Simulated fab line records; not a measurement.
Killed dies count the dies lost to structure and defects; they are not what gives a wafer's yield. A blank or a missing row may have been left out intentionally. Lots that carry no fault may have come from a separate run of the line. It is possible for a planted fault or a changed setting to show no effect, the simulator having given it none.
Which tool did it? -- flow berkeley cmos170 -- 7 lots with 21 wafers sampled at 4 steps, on a route of 331 steps

== WHAT THE GAUGES SHOWED, per wafer ==
UCB170_SILICIDE_RS_MEAS_02: uses a four-point probe to measure.
lot,measured,on,SILICIDE_TI_RS (ohm/sq)
L825,day 8 20:51,film metro-01,26.4 26.2 25.8
L823,day 8 20:52,film metro-03,25.2 25.6 25.7
L828,day 9 10:14,film metro-03,25.9 25.7 26.1
L829,day 10 03:25,film metro-03,26.4 26.0 26.0
L831,day 10 20:11,film metro-02,26.4 26.4 26.8
L835,day 11 06:31,film metro-01,26.1 26.3 26.2
L843,day 12 19:18,film metro-02,56.4 56.8 56.4

== WHAT TOOL EACH LOT RAN ON (gives the tool, then ch and the chambers of the sampled wafers, and finally the start) ==
lot,UCB170_PLDD_STRIP_10,UCB170_NLDD_STRIP_10,UCB170_SILICIDE_SPUTTER_01
L825,"plasma asher-01 ch 0,1, day 8 04:16","plasma asher-03 ch 0,1, day 8 06:22","pvd sputter-03, day 8 20:49"
L823,"plasma asher-04 ch 0,1, day 8 05:08","plasma asher-03 ch 1, day 8 07:49","pvd sputter-04, day 8 20:49"
L828,"plasma asher-04 ch 0,1, day 8 15:43","plasma asher-02 ch 0,1, day 8 19:22","pvd sputter-03, day 9 10:12"
L829,"plasma asher-01 ch 0,1, day 9 12:02","plasma asher-01 ch 0,1, day 9 14:58","pvd sputter-02, day 10 03:20"
L831,"plasma asher-04 ch 0,1, day 10 03:07","plasma asher-01 ch 0,1, day 10 05:05","pvd sputter-02, day 10 20:10"
L835,"plasma asher-01 ch 0,1, day 10 15:33","plasma asher-03 ch 0,1, day 10 18:41","pvd sputter-02, day 11 06:29"
L843,"plasma asher-04 ch 0, day 12 04:48","plasma asher-01 ch 0,1, day 12 06:59","pvd sputter-02, day 12 19:15"
- UCB170_PLDD_STRIP_10: strips in O2.
- UCB170_NLDD_STRIP_10: strips in O2.
- UCB170_SILICIDE_SPUTTER_01: material Ti, target thk 30 nm, time 25 s.

== THE ANSWER, worked out from the rows above alone ==
Rule: the usual values come from the lots themselves. Put in order of their means at a reading, lots are off if they are a third of the lots or fewer, leave a main group of 4 or more, and stand apart from it by a gap of 3 or more times the standard deviation of the main group's means; of several such gaps the widest counts. The tables above print the reading to a certain number of digits; a main group whose means all agree to those digits is not used. A lot without any number at a reading at which 4 lots or more have one is off too. Where the step has rows for the other lots, those lots are counted as sound.
Off: at UCB170_SILICIDE_RS_MEAS_02 (SILICIDE_TI_RS), L843. Mean 26.1 ohm/sq and standard deviation 0.31 in the main group.
A tool fits if, at a process step before that reading, it ran every lot that is off, and no sound lot after the first of them. Gauges at UCB170_SILICIDE_RS_MEAS_02: tried the same way as those tools. Can't be told from this: 4 tools fit, plasma asher-04 at UCB170_PLDD_STRIP_10, plasma asher-01 at UCB170_NLDD_STRIP_10, pvd sputter-02 at UCB170_SILICIDE_SPUTTER_01, film metro-02 at UCB170_SILICIDE_RS_MEAS_02.

== WHAT THE SIMULATOR HAD PUT IN ==
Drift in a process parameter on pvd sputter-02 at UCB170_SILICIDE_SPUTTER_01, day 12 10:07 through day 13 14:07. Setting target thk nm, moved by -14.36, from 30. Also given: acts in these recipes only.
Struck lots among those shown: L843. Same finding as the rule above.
